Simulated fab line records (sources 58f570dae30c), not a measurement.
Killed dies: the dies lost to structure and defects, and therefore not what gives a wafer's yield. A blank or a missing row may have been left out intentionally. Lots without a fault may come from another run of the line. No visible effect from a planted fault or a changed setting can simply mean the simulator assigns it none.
fab line records | flow berkeleyCmos170
[record] lots = 6 wafers = 18 lastDay = 11
route steps=331 shown PVT@118 GATE@125 FIELD@126
lots untouched by any fault: they come from a run of this same line in which no faults occurred
startH: the number of hours between the record's first day and the start of the first shown wafer of the lot | waitH: hours elapsed since this lot's preceding step | " unchanged from the row above | L1.1+2: one row covering several wafers at once | - no value, or no start given | * or withheld: withheld | < > ~ a bound
route shown NAME@n: NAME is a module with steps in the file, n the number in the route of the first one | usual: mean/standard deviation of fault-free wafers | same: alike in all rows | chamber/n: place in a boat | sites: each site's reading | _std_site: their standard deviation | _edge_site: the outer-site mean with the inner-site mean subtracted | radiusMm: how far each site lies from the wafer's centre | mask NAME#n: copy n | behind: tool/chamber where the wafer was last shaped | hold: what put the lot on hold/how long, in hours/how the hold closed | device: the transistor (n, p or np) that didn't switch | end of line: the same wafers' tests at the end of the route | step lacking rows: just its recipe | killed: dies lost to structure and defects at the first sort, not the wafer's yield | map: per-die view of a wafer (x killed, . not killed, _ where there is no die)
set.NAME: the setting as run; set.NAME@STEP: as run at that earlier step | model.NAME: the simulator's own value behind a step, which no gauge read
certain route steps with their lots: each step a table, each wafer a row
services: from which hour (startH, from the record's first day; less than 0 if before it) a tool's chamber was out of use, for how many hours, and why
[[steps]]
[step UCB170_PVT_EXPOSE_03]
[recipe] maskId = NWELL targetCdNm = 3000 na = 0.5 sigmaOuter = 0.6 sourceShape = conventional doseMj = 30
[step UCB170_PVT_PEB_04]
[recipe] pebTempC = 130 pebTimeS = withheld resist = KrF
[step UCB170_PVT_DEVELOP_05]
[recipe] developer = TMAH developTimeS = 45 resist = KrF devTempC = 21
[step UCB170_PVT_OVL_MEAS_06]
[usual] PVT_OVL = 3/5
// columns lot.wafer tool chamber startH waitH PVT_OVL[nm]
L590.3 overlay-01 - 109.66 - 6
L590.4 " - " " 4
L590.6 " - " " 3
L587.1 overlay-01 - 109.96 - 7
L587.5 " - " " -2
L587.6 " - " " 11
L603.1 overlay-01 - 191.79 - 4
L603.3 " - " " 5
L603.6 " - " " 10
L605.1 overlay-02 - 192.04 - 4
L605.3 " - " " 6
L605.6 " - " " 4
L608.1 overlay-02 - 211.46 - -6
L608.2 " - " " 1
L608.6 " - " " 3
L607.2 overlay-02 - 211.92 - 14
L607.5 " - " " 5
L607.6 " - " " 5
[step UCB170_PVT_IMPLANT_07]
[recipe] species = P doseCm2 = 2e+12 energyKev = 30 tiltDeg = 7
[step UCB170_PVT_STRIP_08]
[recipe] chemistry = O2 powerW = 400 pressureMtorr = 3500 platenTempC = withheld o2FlowSccm = 400 overashFraction = 0.5
[usual] drypumpMotorCurrentA = 5.6/0.59 oesProductAu = 0.734/0.0043 stripTimeToEndpointS = 21.67/0.069
// columns lot.wafer tool chamber startH waitH drypumpMotorCurrentA oesProductAu rfHoursCounterH stripTimeToEndpointS
L590.3 plasmaAsher-02 0 109.87 0.1 5.6 0.734 - 21.56
L590.4 " 1 " " 6.8 0.736 - 21.54
L590.6 " 1 " " 6.8 0.736 - 21.57
L587.1 plasmaAsher-04 1 110.14 0.1 5.5 0.730 43 21.60
L587.5 " 1 " " 5.5 0.723 - 21.64
L587.6 " 0 " " 5.4 0.734 - 21.55
L603.1 plasmaAsher-01 0 191.98 0.1 5.4 0.733 52 21.72
L603.3 " 0 " " 5.4 0.733 - 21.73
L603.6 " 0 " " 5.5 0.729 - 21.65
L605.1 plasmaAsher-02 0 192.22 0.1 5.6 0.739 45 21.54
L605.3 " 1 " " 6.8 0.734 - 21.55
L605.6 " 0 " " 5.6 0.729 - 21.60
L608.1 plasmaAsher-01 1 211.65 0.1 4.9 0.733 54 21.71
L608.2 " 0 " " 5.4 0.729 54 21.66
L608.6 " 0 " " 5.4 0.731 - 21.68
L607.2 plasmaAsher-04 0 212.10 0.1 5.4 0.734 56 21.59
L607.5 " 0 " " 5.4 0.739 - 21.53
L607.6 " 1 " " 5.6 0.733 - 21.63
[step UCB170_PVT_TW_MEAS_09]
[usual] PVT_TW = 508/5.6
// columns lot.wafer tool chamber startH waitH PVT_TW
L590.3 filmMetro-03 - 109.96 0.1 511
L590.4 " - " " 512
L590.6 " - " " 512
L587.1 filmMetro-04 - 110.24 0.1 513
L587.5 " - " " 514
L587.6 " - " " 513
L603.1 filmMetro-01 - 192.08 0.1 502
L603.3 " - " " 505
L603.6 " - " " 501
L605.1 filmMetro-03 - 192.32 0.1 515
L605.3 " - " " 516
L605.6 " - " " 513
L608.1 filmMetro-03 - 211.75 0.1 514
L608.2 " - " " 515
L608.6 " - " " 515
L607.2 filmMetro-03 - 212.21 0.1 512
L607.5 " - " " 513
L607.6 " - " " 510
[step UCB170_GATE_WET_ETCH_00]
[recipe] chemistry = dHF dilution = 25:1 target = SiO2 tempC = 25 timeS = 200
[step UCB170_FIELD_THK_MEAS_91]
[recipe] reads = SiO2_of_FIELD_OXIDATION_01
[usual] FIELD_OXIDE_LEFT_2_THK = 354/10
// columns lot.wafer tool chamber startH waitH FIELD_OXIDE_LEFT_2_THK[nm]
L590.3 filmMetro-04 - 110.15 0.0 347
L590.4 " - " " 345
L590.6 " - " " 348
L587.1 filmMetro-03 - 110.37 0.0 368
L587.5 " - " " 373
L587.6 " - " " 375
L603.1 filmMetro-04 - 192.94 0.0 348
L603.3 " - " " 338
L603.6 " - " " 345
L605.1 filmMetro-01 - 192.94 0.0 340
L605.3 " - " " 343
L605.6 " - " " 342
L608.1 filmMetro-03 - 212.06 0.0 354
L608.2 " - " " 357
L608.6 " - " " 354
L607.2 filmMetro-04 - 212.34 0.0 364
L607.5 " - " " 368
L607.6 " - " " 366
[step UCB170_GATE_OXIDATION_01]
[recipe] tempC = 850 ambient = O2 targetThkA = 66 oxTimeS = 1800
[step UCB170_GATE_THK_MEAS_02]
[recipe] reads = SiO2_of_GATE_OXIDATION_01
[usual] GATE_OXIDE_THK = 6.64/0.16
// columns lot.wafer tool chamber startH waitH GATE_OXIDE_THK[nm]
L587.1 filmMetro-02 - 113.99 0.0 6.78
L587.5 " - " " 6.73
L587.6 " - " " 6.68
L590.3 filmMetro-03 - 114.01 0.0 6.79
L590.4 " - " " 6.80
L590.6 " - " " 6.91
L603.1 filmMetro-03 - 196.43 0.0 6.30
L603.3 " - " " 6.44
L603.6 " - " " 6.28
L605.1 filmMetro-02 - 196.43 0.0 6.37
L605.3 " - " " 6.47
L605.6 " - " " 6.52
L608.1 filmMetro-01 - 214.96 0.0 6.76
L608.2 " - " " 6.64
L608.6 " - " " 6.68
L607.2 filmMetro-01 - 215.03 0.1 6.58
L607.5 " - " " 6.59
L607.6 " - " " 6.49
[step UCB170_GATE_ANNEAL_03]
[recipe] tempC = 900 timeS = 1800 ambient = N2
[step UCB170_GATE_CVD_04]
[recipe] material = poly-Si tempC = 610 precursor = SiH4 timeS = 1440 pressureMtorr = 375 targetThkNm = 214 sih4FlowSccm = 120
// columns lot.wafer tool chamber startH waitH model.poly-Si_of_GATE_CVD_04.thkNm
L587.1 lpcvd-01 1 115.72 0.2 213.5
L587.5 " 1 " " 214.5
L587.6 " 1 " " 213.8
L590.3 lpcvd-01 0 115.72 0.2 214
L590.4 " 0 " " 214.8
L590.6 " 0 " " 211.9
L603.1 lpcvd-01 0 201.72 0.3 355.9
L603.3 " 0 " " 354.9
L603.6 " 0 " " 354
L605.1 lpcvd-01 0 201.72 0.3 353.1
L605.3 " 0 " " 355.7
L605.6 " 0 " " 355.4
L607.2 lpcvd-02 0 218.59 0.0 212.7
L607.5 " 0 " " 213.6
L607.6 " 0 " " 214.2
L608.1 lpcvd-02 0 218.59 0.0 214.7
L608.2 " 0 " " 214.9
L608.6 " 0 " " 215
[step UCB170_GATE_THK_MEAS_05]
[recipe] reads = poly-Si_of_GATE_CVD_04
[usual] GATE_POLY_THK = 213.7/2.3
// columns lot.wafer tool chamber startH waitH GATE_POLY_THK[nm]
L587.1 filmMetro-01 - 117.12 0.0 213.5
L587.5 " - " " 214.5
L587.6 " - " " 213.6
L590.3 filmMetro-02 - 117.14 0.0 214.1
L590.4 " - " " 214.8
L590.6 " - " " 211.9
L603.1 filmMetro-02 - 203.12 0.0 356.2
L603.3 " - " " 355.0
L603.6 " - " " 353.8
L605.1 filmMetro-03 - 203.12 0.0 352.9
L605.3 " - " " 355.9
L605.6 " - " " 355.4
L608.1 filmMetro-02 - 219.99 0.0 214.7
L608.2 " - " " 214.9
L608.6 " - " " 215.1
L607.2 filmMetro-03 - 220.00 0.0 212.8
L607.5 " - " " 213.7
L607.6 " - " " 214.1
[step UCB170_GATE_COAT_06]
[recipe] resist = BARC tempC = withheld timeS = withheld spinRpm = 3000 resistThkNm = withheld
[step UCB170_GATE_COAT_07]
[recipe] resist = KrF spinRpm = 1500 resistThkNm = 900
[step UCB170_GATE_SOFTBAKE_08]
[recipe] resist = KrF tempC = 131 timeS = 60
[step UCB170_GATE_EXPOSE_09]
[recipe] maskId = POLY targetCdNm = 350 na = 0.5 sigmaOuter = 0.6 sourceShape = conventional doseMj = 21
[step UCB170_GATE_PEB_10]
[recipe] pebTempC = 130 pebTimeS = withheld resist = KrF
[step UCB170_GATE_DEVELOP_11]
[recipe] developer = TMAH developTimeS = 45 resist = KrF devTempC = 21
[step UCB170_GATE_CD_MEAS_12]
[recipe] targetCdNm = 350
[usual] cdNm = 350.2/1.5
// columns lot.wafer tool chamber startH waitH cdNm
L587.1 cdSem-02 - 119.21 - 350.9
L587.5 " - " " 350.7
L587.6 " - " " 350.0
L590.3 cdSem-01 - 119.37 - 347.7
L590.4 " - " " 348.2
L590.6 " - " " 348.3
L605.1 cdSem-02 - 204.19 - 349.7
L605.3 " - " " 349.3
L605.6 " - " " 349.7
L603.1 cdSem-01 - 204.41 - 348.4
L603.3 " - " " 348.9
L603.6 " - " " 350.5
L608.1 cdSem-02 - 221.01 - 351.9
L608.2 " - " " 350.5
L608.6 " - " " 351.7
L607.2 cdSem-01 - 221.39 - 348.3
L607.5 " - " " 348.7
L607.6 " - " " 350.0
[step UCB170_GATE_OVL_MEAS_13]
[usual] GATE_OVL = 1/6.3
// columns lot.wafer tool chamber startH waitH GATE_OVL[nm]
L587.1 overlay-02 - 119.33 0.1 4
L587.5 " - " " -5
L587.6 " - " " 0
L590.3 overlay-01 - 119.46 0.1 8
L590.4 " - " " 4
L590.6 " - " " 11
L605.1 overlay-02 - 204.31 0.1 -8
L605.3 " - " " -3
L605.6 " - " " -5
L603.1 overlay-02 - 204.53 0.1 -3
L603.3 " - " " 2
L603.6 " - " " 9
L608.1 overlay-02 - 221.13 0.1 -1
L608.2 " - " " 1
L608.6 " - " " 1
L607.2 overlay-01 - 221.50 0.1 8
L607.5 " - " " 8
L607.6 " - " " 13
[step UCB170_GATE_ETCH_14]
[recipe] chemistry = N2/H2 targetDepthA = withheld overetchA = withheld target = BARC timeS = withheld sourceW = 500 biasW = 100 pressureMtorr = 30 n2FlowSccm = 100 h2FlowSccm = 200
[usual] biasW = 100.0/0.31 drypumpMotorCurrentA = 5.5/0.41 n2FlowSccm = 100.1/0.33 oesProductAu = 1.000/0.018 throttleValvePct = 13.34/0.11
// columns lot.wafer tool chamber startH waitH biasW drypumpMotorCurrentA n2FlowSccm oesProductAu throttleValvePct
L587.1 rieDiel-04 0 119.37 0.0 99.4 5.7 99.6 1.014 13.48
L587.5 " 0 " " 99.9 5.7 100.0 1.021 13.48
L587.6 " 2 " " 99.9 5.3 99.7 0.976 13.45
L590.3 rieDiel-01 3 119.49 0.0 100.2 5.8 100.5 0.985 13.11
L590.4 " 1 " " 99.9 6.2 100.7 1.035 13.32
L590.6 " 0 " " 99.9 5.9 100.4 1.005 13.34
L605.1 rieDiel-04 1 204.35 0.0 100.1 5.0 99.8 0.993 13.38
L605.3 " 2 " " 99.8 5.3 99.5 0.972 13.44
L605.6 " 1 " " 100.0 4.9 99.8 0.996 13.38
L603.1 rieDiel-03 1 204.56 0.0 99.1 5.7 99.7 1.006 13.53
L603.3 " 2 " " 99.9 4.9 99.6 1.001 13.16
L603.6 " 3 " " 100.3 5.0 100.1 1.007 13.32
L608.1 rieDiel-04 1 221.17 0.0 100.2 5.0 100.1 0.992 13.38
L608.2 " 0 " " 100.2 5.8 100.0 1.006 13.47
L608.6 " 3 " " 99.9 5.2 100.2 0.962 13.41
L607.2 rieDiel-01 1 221.53 0.0 100.1 6.2 99.9 1.026 13.33
L607.5 " 0 " " 99.8 5.9 100.1 1.002 13.34
L607.6 " 2 " " 100.3 5.9 99.9 1.004 13.25
[step UCB170_GATE_ETCH_15]
[recipe] chemistry = HBr/Cl2 target = poly-Si stopOn = SiO2 overEtchFrac = 0.3 icpW = 300 biasW = 150 timeS = 56.3 pressureMtorr = 15 HBr_flow_sccm = 150 Cl2_flow_sccm = 50 targetDepthA = 2782
[usual] biasW = 150.1/0.44 drypumpMotorCurrentA = 5.7/0.46 heBacksideLeakSccm = 2.62/0.27 mfcCl2Sccm = 50.00/0.14 oesProductAu = 0.828/0.01 throttleValvePct = 26.46/0.2
// columns lot.wafer tool chamber startH waitH biasW drypumpMotorCurrentA heBacksideLeakSccm mfcCl2Sccm oesProductAu rfHoursCounterH throttleValvePct model.etch.depthNm model.GATE.featureDepthNm
L587.1 rieSi-02 1 119.41 - 149.6 5.3 2.40 50.10 0.824 1 26.52 213.5 213.5
L587.5 " 3 " " 150.4 5.4 2.57 50.16 0.824 - 26.73 214.5 214.5
L587.6 " 0 " " 149.9 6.3 3.08 49.71 0.824 - 26.23 213.8 213.8
L590.3 rieSi-01 1 119.53 - 150.3 6.2 2.48 49.90 0.831 72 26.58 214 214
L590.4 " 3 " " 150.4 4.9 2.73 50.23 0.831 115 26.21 214.8 214.8
L590.6 " 1 " " 149.8 6.2 2.41 49.91 0.823 - 26.55 211.9 211.9
L605.1 rieSi-02 1 204.39 - 150.2 5.3 2.35 50.14 0.971 1 26.53 274.6 274.6
L605.3 " 3 " " 150.1 5.4 2.71 50.02 0.980 1 26.73 273.5 273.5
L605.6 " 1 " " 150.1 5.3 2.41 50.03 0.981 - 26.52 274.4 274.4
L603.1 rieSi-01 0 204.60 - 150.9 6.3 2.65 49.99 1.002 0 26.14 277.2 277.2
L603.3 " 1 " " 150.3 6.2 2.29 49.93 0.973 72 26.58 272 272
L603.6 " 1 " " 149.9 6.1 2.42 49.83 0.985 - 26.56 274.3 274.3
L608.1 rieSi-01 1 221.21 - 149.3 6.2 2.43 50.02 0.822 72 26.56 214.7 214.7
L608.2 " 2 " " 150.4 5.8 2.69 50.27 0.845 10 26.38 214.9 214.9
L608.6 " 0 " " 150.4 6.3 2.92 50.14 0.839 - 26.14 215 215
L607.2 rieSi-01 0 221.57 - 150.3 6.3 2.80 49.97 0.830 0 26.15 212.7 212.7
L607.5 " 1 " " 150.1 6.1 2.51 49.97 0.822 - 26.56 213.6 213.6
L607.6 " 0 " " 149.8 6.3 3.02 49.94 0.842 - 26.13 214.2 214.2
[step UCB170_GATE_STRIP_16]
[recipe] chemistry = O2 powerW = 400 pressureMtorr = 3500 platenTempC = withheld o2FlowSccm = 400 overashFraction = 0.5
[usual] drypumpMotorCurrentA = 5.7/0.58 oesProductAu = 0.723/0.0049
// columns lot.wafer tool chamber startH waitH drypumpMotorCurrentA oesProductAu rfHoursCounterH model.poly-Si_of_GATE_CVD_04.thkNm
L587.1 plasmaAsher-02 1 119.46 0.0 6.8 0.722 36 213.2
L587.5 " 1 " " 6.8 0.728 - 214.1
L587.6 " 0 " " 5.7 0.722 - 213.4
L590.3 plasmaAsher-01 0 119.61 0.1 5.4 0.723 - 213.6
L590.4 " 1 " " 4.9 0.722 - 214.5
L590.6 " 0 " " 5.4 0.720 - 211.5
L605.1 plasmaAsher-02 0 204.44 0.0 5.6 0.728 46 352.7
L605.3 " 0 " " 5.6 0.723 - 355.4
L605.6 " 0 " " 5.6 0.715 - 355
L603.1 plasmaAsher-03 1 204.65 0.0 5.9 0.719 7 355.6
L603.3 " 1 " " 5.9 0.723 - 354.6
L603.6 " 1 " " 6.0 0.722 - 353.6
L608.1 plasmaAsher-03 1 221.26 0.0 5.9 0.724 8 214.3
L608.2 " 0 " " 5.7 0.728 8 214.5
L608.6 " 1 " " 6.0 0.725 - 214.7
L607.2 plasmaAsher-02 0 221.62 0.0 5.7 0.717 48 212.4
L607.5 " 0 " " 5.6 0.716 - 213.3
L607.6 " 1 " " 6.8 0.722 - 213.8
[step UCB170_GATE_CD_MEAS_90]
[recipe] targetCdNm = 350
[usual] cdNm = 350.1/1.5
// columns lot.wafer tool chamber startH waitH cdNm
L587.1 cdSem-01 - 119.57 0.1 350.6
L587.5 " - " " 350.4
L587.6 " - " " 350.1
L590.3 cdSem-02 - 119.79 0.1 347.9
L590.4 " - " " 347.9
L590.6 " - " " 347.9
L605.1 cdSem-02 - 204.59 0.1 349.2
L605.3 " - " " 348.8
L605.6 " - " " 349.9
L603.1 cdSem-01 - 204.77 0.1 349.1
L603.3 " - " " 348.3
L603.6 " - " " 351.5
L608.1 cdSem-02 - 221.36 0.1 351.7
L608.2 " - " " 350.0
L608.6 " - " " 351.6
L607.2 cdSem-02 - 221.74 0.1 348.0
L607.5 " - " " 349.0
L607.6 " - " " 350.6
[[services]]
// columns tool chamber startH hours kind
rieDiel-04 1 88.31 12.7 repair
rieSi-01 0 93.81 14.2 repair
rieDiel-04 3 111.49 - clean
rieDiel-04 3 111.49 16.7 scheduledDown
rieDiel-04 3 111.49 16.7 ventCycle
plasmaAsher-03 - 116.34 9.0 pm
rieSi-02 - 120.94 0.2 repair
plasmaAsher-03 - 131.76 13.2 pm
plasmaAsher-04 - 132.16 1.1 repair
lpcvd-02 - 140.94 6.0 pm
rieDiel-01 0 146.73 1.7 repair
rieSi-01 0 150.41 - clean
rieSi-01 0 150.41 20.5 scheduledDown
rieSi-01 0 150.41 20.5 ventCycle
rieDiel-01 2 153.41 18.0 repair
rieDiel-01 1 175.21 5.9 repair
rieDiel-03 3 177.61 6.7 repair
rieSi-01 3 194.40 - clean
rieSi-01 3 194.40 16.9 scheduledDown
rieSi-01 3 194.40 16.9 ventCycle
rieSi-02 0 217.24 1.5 repair
rieDiel-01 3 219.57 15.3 repair
lpcvd-01 - 220.08 6.0 pm
rieDiel-03 3 220.52 1.3 repair
[[key]]
[firstSign] step = UCB170_GATE_THK_MEAS_05 reading = GATE_POLY_THK direction = up sigmas = 61 usual = 213.7 struck = 354.9
[effect] step = UCB170_GATE_ETCH_15 reading = oesProductAu direction = up sigmas = 15 usual = 0.828 struck = 0.982
[modelEffect] step = UCB170_GATE_CVD_04 value = poly-Si_of_GATE_CVD_04.thkNm without = 215 struck = 354.8
[modelEffect] step = UCB170_GATE_ETCH_15 value = etch.depthNm without = 215 struck = 274.3
[modelEffect] step = UCB170_GATE_STRIP_16 value = poly-Si_of_GATE_CVD_04.thkNm without = 214.7 struck = 354.5
metAt UCB170_GATE_CVD_04
struckWafers L603.1,L603.3,L603.6,L605.1,L605.3,L605.6
laterRowsLeftOut L603.1,L603.3,L603.6,L605.1,L605.3,L605.6
sortLeftOut L603.1,L603.3,L603.6,L605.1,L605.3,L605.6
testerLeftOut L603,L605
onsetBetween 115.72 201.72
[fault] kind = processParameterDrift tool = lpcvd-01 chamber = - onsetH = 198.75 steps = UCB170_GATE_CVD_04 channel = targetThkNm offset = 139.83 shape = step endH = 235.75 actsIn = theseRecipesOnly stated = 214
// testerLeftOut: of these lots the tester's yield and bins aren't shown, on N5 and GAA mostly nor the transistor test; their killed dies are dies lost to structure and defects alone, not to doping, threshold or leakage, so they don't give the yield
// sortLeftOut: the simulated sort isn't trusted on such a fault, so these wafers' sort isn't shown, and their yield isn't known
// laterRowsLeftOut: the simulator's readings of these wafers behind a module that went badly wrong aren't trusted and aren't shown, but for the sort
